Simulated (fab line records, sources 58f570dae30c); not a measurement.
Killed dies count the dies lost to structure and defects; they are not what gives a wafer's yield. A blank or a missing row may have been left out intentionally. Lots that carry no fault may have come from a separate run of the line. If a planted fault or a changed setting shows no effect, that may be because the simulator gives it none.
Comparing a struck lot with a sound one + flow berkeleyCmos170 + 15 out of 331 route steps
Sound: wafers L929.3, L929.5, L929.6. Struck: wafers L939.2, L939.4, L939.5. Last of all comes the cause.
Order at every step that has rows: each side's tool, ch and its chambers, its first start. Under that, the readings that differ: sound wafers + struck wafers + difference of the means + sigmas: that difference in standard deviations of wafers without a fault.
alike: readings with means less than 2 such deviations apart, plus words and numbers identical on both sides. not compared: withheld readings, readings lacking a value on some wafer, bounds such as >300 that could conceal the same value, and numbers that have no deviation in the record and whose values overlap.
Wherever a step has rows on one side only, a row that says differs or no value, or a row with sigmas, the two part there. Non-overlapping numbers with no deviation appear without sigmas and do not part them. Lack of a reading on every wafer of one side parts them only where that side has two or more wafers.

UCB170_CONTACT_STRIP_06: strips in O2.
  sound on plasmaAsher-02 ch 0,1, day 8 20:56; struck on plasmaAsher-03 ch 0,1, day 11 01:05
  alike: drypumpMotorCurrentA, oesProductAu, stripTimeToEndpointS
  not compared: rfHoursCounterH
then, 1 step without rows for these wafers: UCB170_CONTACT_CLEAN_07 (cleans in SPM, time 600 s).
UCB170_CONTACT_RTA_08: time 10 s.
  sound on rtpAnneal-02 ch 0, day 8 21:11; struck on rtpAnneal-02 ch 0, day 11 01:22
  alike: lampPowerPct, wafer_temp_C_max
then, 6 steps without rows for these wafers: UCB170_CONTACT_COAT_09; UCB170_CONTACT_COAT_10 (resist thk 900 nm); UCB170_CONTACT_SOFTBAKE_11 (time 60 s); UCB170_CONTACT_EXPOSE_12 (exposes mask CONT, target cd 700 nm); UCB170_CONTACT_PEB_13; UCB170_CONTACT_DEVELOP_14 (develop time 45 s).
UCB170_CONTACT_CD_MEAS_15: the cd target is 700 nm.
  sound on cdSem-01 at day 8 22:07; struck on cdSem-01 at day 11 03:43
  alike: cdNm
UCB170_CONTACT_OVL_MEAS_16:
  sound on overlay-02 at day 8 22:13; struck on overlay-02 at day 11 03:49
  alike: CONTACT_OVL
UCB170_CONTACT_ETCH_17: etches BARC in N2/H2.
  sound on rieDiel-03 ch 1,2, day 8 22:14; struck on rieDiel-02 ch 0,2, day 11 03:51
| reading                  | sound       | struck      | difference | sigmas |
|--------------------------|-------------|-------------|------------|--------|
| drypumpMotorCurrentA (A) | 4.7 4.8 4.7 | 5.8 5.9 5.9 | +1.1       | +2     |
  alike: oesProductAu, throttleValvePct
UCB170_CONTACT_ETCH_18: etches PSG in CHF3/CF4/Ar, stops on TiSi2, target depth 840 nm, time 195 s.
  sound on rieDiel-03 ch 1,2, day 8 22:00; struck on rieDiel-02 ch 0,2, day 11 03:00
| reading                  | sound       | struck                  | difference | sigmas |
|--------------------------|-------------|-------------------------|------------|--------|
| drypumpMotorCurrentA (A) | 4.7 4.8 4.7 | 5.8 5.8 5.8             | +1.1       | +2     |
| overEtchFrac             | 0.2 0.2 0.2 | 0.21206 0.21206 0.21206 | +0.01206   |        |
  alike: oesProductAu, throttleValvePct
  not compared: rfHoursCounterH
UCB170_CONTACT_STRIP_19: strips in O2.
  sound on plasmaAsher-03 ch 0,1, day 8 22:26; struck on plasmaAsher-01 ch 0,1, day 11 04:01
  alike: drypumpMotorCurrentA, oesProductAu
  not compared: rfHoursCounterH
UCB170_M3_PROBE_99:
  only the struck wafers here have rows in the record (prober-02, day 12 02:42); the sound ones have none

WHERE THEY PART
Earliest at UCB170_CONTACT_ETCH_17; latest, in this record, at UCB170_M3_PROBE_99.

WHY: what the simulator had put in
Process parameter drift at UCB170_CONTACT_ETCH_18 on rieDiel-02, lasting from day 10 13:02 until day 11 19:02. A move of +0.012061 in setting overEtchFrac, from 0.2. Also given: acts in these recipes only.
